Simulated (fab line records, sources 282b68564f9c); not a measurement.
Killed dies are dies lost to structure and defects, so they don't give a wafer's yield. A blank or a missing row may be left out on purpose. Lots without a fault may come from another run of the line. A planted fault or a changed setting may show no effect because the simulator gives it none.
fab line records | flow rit_cmos
record lots=6 wafers=18 last_day=6
route steps=202 shown NRETRO@60 PRETRO@64 GATE@75 M1@202
lots that met no fault: from a run of the same line without faults
start_h: hours from the record's first day to the start of the lot's first wafer shown | wait_h: hours since the lot's step before | " the same as in the row above | L1.1+2: a row that stands for several wafers | - no value, or no start given | * or withheld: withheld | < > ~ a bound
route shown NAME@n: a module of which the file shows steps, and the number in the route of the first | usual: mean/standard deviation of fault-free wafers | same: alike in all rows | chamber/n: place in a boat | sites: the reading at each site | _std_site: their standard deviation | _edge_site: outer sites' mean less inner sites' | radius_mm: how far each site lies from the wafer's centre | mask NAME#n: copy n | behind: the tool/chamber that last shaped the wafer | hold: why the lot was held/for how many hours/how that ended | device: the transistor (n, p or np) that didn't switch | end of line: the same wafers' tests at the end of the route | a step without rows: its recipe alone | killed: dies lost to structure and defects at the first sort, not the wafer's yield | map: a wafer's dies, x killed, . not, _ none there
set.NAME: the setting as run; set.NAME@STEP: as run at that earlier step | model.NAME: the simulator's own value behind a step, which no gauge read
lots at some steps of the route; a table a step, a row a wafer
services: from which hour (start_h, from the record's first day; less than 0 if before it) a tool's chamber was out of use, for how many hours, and why
## steps
# step RIT_NRETRO_HARDBAKE_07
# recipe resist=NOVOLAK temp_c=140 time_s=120
# step RIT_NRETRO_IMPLANT_08
# recipe species=P energy_kev=70 dose_cm2=1e+13 tilt_deg=7
# step RIT_NRETRO_STRIP_09
# recipe chemistry=O2 time_s=180 resist=NOVOLAK platen_temp_c=withheld power_w=500 pressure_mtorr=4000 o2_flow_sccm=4000
# usual drypump_motor_current_A=5.5/0.55
# columns lot.wafer tool chamber start_h wait_h drypump_motor_current_A rf_hours_counter_h
L103.1 plasma_asher-04 1 62.70 0.1 4.9 44
L103.2 " 0 " " 5.5 44
L103.3 " 1 " " 4.9 -
L104.1 plasma_asher-02 1 74.90 0.1 6.4 42
L104.2 " 0 " " 5.7 42
L104.3 " 1 " " 6.4 -
L106.2 plasma_asher-04 0 90.24 0.1 5.5 47
L106.5 " 1 " " 4.9 -
L106.6 " 0 " " 5.5 -
L107.1 plasma_asher-04 1 95.46 0.1 4.9 47
L107.3 " 1 " " 4.9 -
L107.6 " 1 " " 4.9 -
L109.1 plasma_asher-03 1 95.72 0.1 4.7 43
L109.3 " 0 " " 5.7 -
L109.5 " 0 " " 5.7 -
L111.1 plasma_asher-04 0 107.03 0.1 5.5 49
L111.5 " 1 " " 4.9 -
L111.6 " 0 " " 5.5 -
# step RIT_NRETRO_TW_MEAS_10
# usual NRETRO_TW=1055/11
# columns lot.wafer tool chamber start_h wait_h NRETRO_TW
L103.1 film_metro-03 - 62.87 0.1 1061
L103.2 " - " " 1051
L103.3 " - " " 1058
L104.1 film_metro-03 - 75.08 0.1 1065
L104.2 " - " " 1060
L104.3 " - " " 1065
L106.2 film_metro-02 - 90.43 0.1 1064
L106.5 " - " " 1065
L106.6 " - " " 1058
L107.1 film_metro-01 - 95.64 0.1 1030
L107.3 " - " " 1034
L107.6 " - " " 1036
L109.1 film_metro-03 - 95.90 0.1 1065
L109.3 " - " " 1062
L109.5 " - " " 1063
L111.1 film_metro-01 - 107.20 0.1 1045
L111.5 " - " " 1040
L111.6 " - " " 1037
# step RIT_PRETRO_HMDS_00
# recipe prime_time_s=60 prime_temp_c=140
# step RIT_PRETRO_COAT_01
# recipe resist=NOVOLAK spin_rpm=2000 resist_thk_nm=1300
# step RIT_PRETRO_SOFTBAKE_02
# recipe resist=NOVOLAK temp_c=90 time_s=60
# step RIT_PRETRO_EXPOSE_03
# recipe mask_id=M5 na=0.57 target_cd_nm=43700 dose_mj=250
# step RIT_PRETRO_PEB_04
# recipe resist=NOVOLAK temp_c=withheld time_s=withheld
# step RIT_PRETRO_DEVELOP_05
# recipe resist=NOVOLAK develop_time_s=68 dev_temp_c=23
# step RIT_PRETRO_OVL_MEAS_06
# usual PRETRO_OVL=1.0/1.2
# columns lot.wafer tool chamber start_h wait_h PRETRO_OVL[nm]
L103.1 overlay-01 - 63.94 - -0.9
L103.2 " - " " -1.6
L103.3 " - " " 0.1
L104.1 overlay-01 - 76.14 - 3.6
L104.2 " - " " 0.9
L104.3 " - " " 2.3
L106.2 overlay-01 - 91.50 - 0.6
L106.5 " - " " -0.2
L106.6 " - " " 1.3
L107.1 overlay-02 - 97.10 - 0.5
L107.3 " - " " 0.3
L107.6 " - " " 0.6
L109.1 overlay-02 - 97.36 - 1.9
L109.3 " - " " 1.4
L109.5 " - " " 0.3
L111.1 overlay-02 - 108.27 - 0.8
L111.5 " - " " 1.3
L111.6 " - " " 0.7
# step RIT_PRETRO_HARDBAKE_07
# recipe resist=NOVOLAK temp_c=140 time_s=120
# step RIT_PRETRO_IMPLANT_08
# recipe species=B energy_kev=45 dose_cm2=1.2e+13 tilt_deg=7
# usual beam_energy_keV=45.004/0.015
# columns lot.wafer tool chamber start_h wait_h beam_energy_keV model.implant.rp_nm model.implant.drp_nm
L103.1 implanter-04 0 64.22 0.2 45.004 149.1 55.07
L103.2 " 0 " " 44.988 149.1 55.07
L103.3 " 0 " " 45.009 149.1 55.07
L104.1 implanter-01 0 76.43 0.2 45.015 150.4 55.07
L104.2 " 0 " " 45.019 150.4 55.07
L104.3 " 0 " " 45.005 150.4 55.07
L106.2 implanter-04 0 91.81 0.2 60.752 191 65.12
L106.5 " 0 " " 60.770 191 65.12
L106.6 " 0 " " 60.757 191 65.12
L107.1 implanter-04 0 97.60 0.2 60.755 193.7 65.12
L107.3 " 0 " " 60.742 193.7 65.12
L107.6 " 0 " " 60.775 193.7 65.12
L109.1 implanter-03 0 97.64 0.2 45.026 149.7 55.07
L109.3 " 0 " " 44.980 149.7 55.07
L109.5 " 0 " " 45.010 149.7 55.07
L111.1 implanter-03 0 108.55 0.2 45.016 146.1 55.07
L111.5 " 0 " " 45.009 146.1 55.07
L111.6 " 0 " " 44.991 146.1 55.07
# step RIT_PRETRO_STRIP_09
# recipe chemistry=O2 time_s=180 resist=NOVOLAK platen_temp_c=withheld power_w=500 pressure_mtorr=4000 o2_flow_sccm=4000
# usual drypump_motor_current_A=5.8/0.5
# columns lot.wafer tool chamber start_h wait_h drypump_motor_current_A rf_hours_counter_h
L103.1 plasma_asher-02 0 64.37 0.1 5.7 42
L103.2 " 1 " " 6.5 42
L103.3 " 1 " " 6.4 -
L104.1 plasma_asher-01 0 76.58 0.1 6.0 23
L104.2 " 1 " " 5.7 23
L104.3 " 1 " " 5.7 -
L106.2 plasma_asher-01 0 91.93 0.1 6.0 25
L106.5 " 1 " " 5.7 -
L106.6 " 0 " " 6.0 -
L107.1 plasma_asher-01 0 97.75 0.1 6.0 26
L107.3 " 1 " " 5.7 -
L107.6 " 1 " " 5.7 -
L109.1 plasma_asher-02 0 97.79 0.1 5.7 44
L109.3 " 0 " " 5.7 -
L109.5 " 0 " " 5.7 -
L111.1 plasma_asher-03 1 108.70 0.1 4.7 44
L111.5 " 1 " " 4.7 -
L111.6 " 0 " " 5.7 -
# step RIT_PRETRO_TW_MEAS_10
# usual PRETRO_TW=477/4.3
# columns lot.wafer tool chamber start_h wait_h PRETRO_TW
L103.1 film_metro-02 - 64.55 0.1 480
L103.2 " - " " 479
L103.3 " - " " 480
L104.1 film_metro-01 - 76.76 0.1 468
L104.2 " - " " 471
L104.3 " - " " 470
L106.2 film_metro-01 - 92.12 0.1 491
L106.5 " - " " 493
L106.6 " - " " 493
L107.1 film_metro-04 - 97.93 0.1 504
L107.3 " - " " 499
L107.6 " - " " 501
L109.1 film_metro-01 - 97.97 0.1 470
L109.3 " - " " 473
L109.5 " - " " 470
L111.1 film_metro-04 - 108.88 0.1 478
L111.5 " - " " 478
L111.6 " - " " 478
# step RIT_GATE_WET_ETCH_00
# recipe chemistry=BOE target=SiO2 target_depth_nm=56 time_s=60 dry=n2_spin dilution=10:1 temp_c=21.5
# step RIT_M1_PROBE_99
# usual killed_at_front_end=6.7/2.9 killed_dies=6.8/2.9 killed_open=3.5/2.1 killed_short=3.2/1.9
# same gross_dies=264 killed_at_M0_to_M3=0 killed_at_M4_up=0 killed_at_back_side=0 killed_at_contacts=0 killed_at_other=0
# columns lot.wafer tool chamber start_h wait_h killed_at_front_end killed_dies killed_open killed_short
L104.1 prober-01 - 108.28 0.1 10 10 5 5
L104.2 prober-01 - 108.33 0.1 4 4 3 1
L104.3 prober-01 - 108.38 0.2 8 8 4 4
L106.2 prober-01 - 128.08 0.1 7 7 0 7
L106.5 prober-01 - 128.23 0.2 6 6 2 4
L106.6 prober-01 - 128.28 0.2 5 5 3 2
L107.1 prober-01 - 134.37 0.1 5 5 0 5
L107.3 prober-01 - 134.47 0.2 4 4 3 1
L107.6 prober-01 - 134.62 0.2 4 4 2 2
# killed by level:class
L104.1 GATE:geometric_particle:short=2 REOX:geometric_particle:short=2 GATE:geometric_particle:open=2 REOX:geometric_particle:open=1 SPACER:geometric_particle:open=1 SILICIDE:geometric_particle:short=1 SILICIDE:geometric_particle:open=1
L104.2 GATE:geometric_particle:open=2 FOX1:geometric_particle:short=1 REOX:geometric_particle:open=1
L104.3 GATE:geometric_particle:short=2 GATE:geometric_particle:open=2 FOX1:geometric_particle:short=1 REOX:geometric_particle:short=1 SPACER:geometric_particle:open=1 SILICIDE:geometric_particle:open=1
L106.2 FOX2:geometric_particle:short=2 SILICIDE:geometric_particle:short=2 FOX1:geometric_particle:short=1 GATE:geometric_particle:short=1 SPACER:geometric_particle:short=1
L106.5 FOX1:geometric_particle:short=2 FOX2:geometric_particle:short=2 FOX1:geometric_particle:open=1 SILICIDE:geometric_particle:open=1
L106.6 GATE:geometric_particle:open=1 GATE:geometric_particle:short=1 REOX:geometric_particle:short=1 SPACER:geometric_particle:open=1 SILICIDE:geometric_particle:open=1
L107.1 GATE:geometric_particle:short=3 SPACER:geometric_particle:short=1 SILICIDE:geometric_particle:short=1
L107.3 GATE:geometric_particle:open=2 FOX1:geometric_particle:open=1 FOX2:geometric_particle:short=1
L107.6 GATE:geometric_particle:short=2 FOX1:geometric_particle:open=1 GATE:geometric_particle:open=1
## services
# columns tool chamber start_h hours kind
plasma_asher-01 - 52.31 4.0 repair
implanter-04 - 52.47 4.5 repair
plasma_asher-01 - 64.14 1.0 repair
implanter-03 - 69.62 2.3 repair
implanter-01 - 86.81 2.6 repair
implanter-03 - 87.47 2.2 pm
plasma_asher-01 - 98.66 2.8 pm
## key
first_sign step=RIT_PRETRO_IMPLANT_08 reading=beam_energy_keV direction=up sigmas=99+ usual=45.004 struck=60.758
effect step=RIT_PRETRO_TW_MEAS_10 reading=PRETRO_TW direction=up sigmas=4.6 usual=477 struck=497
model_effect step=RIT_PRETRO_IMPLANT_08 value=implant.rp_nm without=145.3 struck=192.3
met_at RIT_PRETRO_IMPLANT_08
struck_wafers L106.2,L106.5,L106.6,L107.1,L107.3,L107.6
tester_left_out L106,L107
onset_between 64.22 91.81
fault kind=process_parameter_drift tool=implanter-04 chamber=- onset_h=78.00 steps=RIT_PRETRO_IMPLANT_08 channel=energy_kev offset=15.75 shape=step end_h=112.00 acts_in=these_recipes_only stated=45
# tester_left_out: of these lots the tester's yield and bins aren't shown, on N5 and GAA mostly nor the transistor test; their killed dies are dies lost to structure and defects alone, not to doping, threshold or leakage, so they don't give the yield
